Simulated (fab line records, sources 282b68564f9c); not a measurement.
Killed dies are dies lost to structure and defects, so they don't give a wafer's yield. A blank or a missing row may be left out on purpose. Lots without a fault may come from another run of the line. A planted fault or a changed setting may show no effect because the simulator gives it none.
A struck lot beside a sound one | flow rit_cmos | 15 steps out of a route of 202
Sound: wafers L621.2, L621.4, L621.6. Struck: wafer L635.5. (L635.2, L635.4 of the same lot were not struck and are left out.) The cause comes at the end.
At each step with rows: each side's tool, then ch and its chambers, then its first start. Under that, the readings that differ: sound wafers | struck wafers | difference of the means | sigmas: that difference in standard deviations of wafers without a fault.
alike: readings whose means differ by less than 2 such deviations, and words and numbers that are the same on both sides. not compared: withheld readings, readings that some wafer has no value for, bounds like >300 that may hide the same value, and numbers for which the record gives no deviation and whose values overlap.
The two part at a step that has a row with sigmas, a row that says differs or no value, or rows on one side only. Numbers that don't overlap but have no deviation are shown without sigmas and don't part them. A reading that every wafer of one side lacks parts them only if that side has two wafers or more.

first, 1 step without rows for these wafers: RIT_NWELL_IMPLANT_08.
RIT_NWELL_STRIP_09: strips in O2, time 180 s.
  sound on plasma_asher-04 ch 0, day 2 13:58; struck on plasma_asher-04 ch 0, day 5 12:11
  alike: drypump_motor_current_A, o2_flow_sccm
  not compared: rf_hours_counter_h
RIT_NWELL_TW_MEAS_10:
  sound on film_metro-01, day 2 14:09; struck on film_metro-03, day 5 12:23
  alike: NWELL_TW
then, 6 steps without rows for these wafers: RIT_PWELL_HMDS_00 (prime time 60 s); RIT_PWELL_COAT_01 (resist thk 1300 nm); RIT_PWELL_SOFTBAKE_02 (time 60 s); RIT_PWELL_EXPOSE_03 (exposes mask M3, target cd 43700 nm); RIT_PWELL_PEB_04; RIT_PWELL_DEVELOP_05 (develop time 70.14 s).
RIT_PWELL_OVL_MEAS_06:
  sound on overlay-02, day 2 15:05; struck on overlay-01, day 5 13:39
  alike: PWELL_OVL
then, 2 steps without rows for these wafers: RIT_PWELL_HARDBAKE_07 (time 120 s); RIT_PWELL_IMPLANT_08.
RIT_PWELL_STRIP_09: strips in O2, time 180 s.
  sound on plasma_asher-02 ch 0,1, day 2 15:31; struck on plasma_asher-04 ch 0, day 5 14:05
  reading             | sound          | struck | difference | sigmas
  o2_flow_sccm (sccm) | 4000 4003 4007 | 4791   | +788       | +61
  alike: drypump_motor_current_A
  not compared: rf_hours_counter_h
RIT_PWELL_TW_MEAS_10:
  sound on film_metro-03, day 2 15:43; struck on film_metro-01, day 5 14:16
  alike: PWELL_TW
RIT_M1_PROBE_99:
  the record has rows for the sound wafers here (prober-01, day 4 03:40) and none for the struck ones

WHERE THEY PART
First at RIT_PWELL_STRIP_09; last, within this record, at RIT_M1_PROBE_99.

WHY: what the simulator had put in
Process parameter drift: plasma_asher-04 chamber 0, from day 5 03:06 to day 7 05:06, at RIT_PWELL_STRIP_09. Setting o2_flow_sccm, moved by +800, from 4000. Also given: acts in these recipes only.
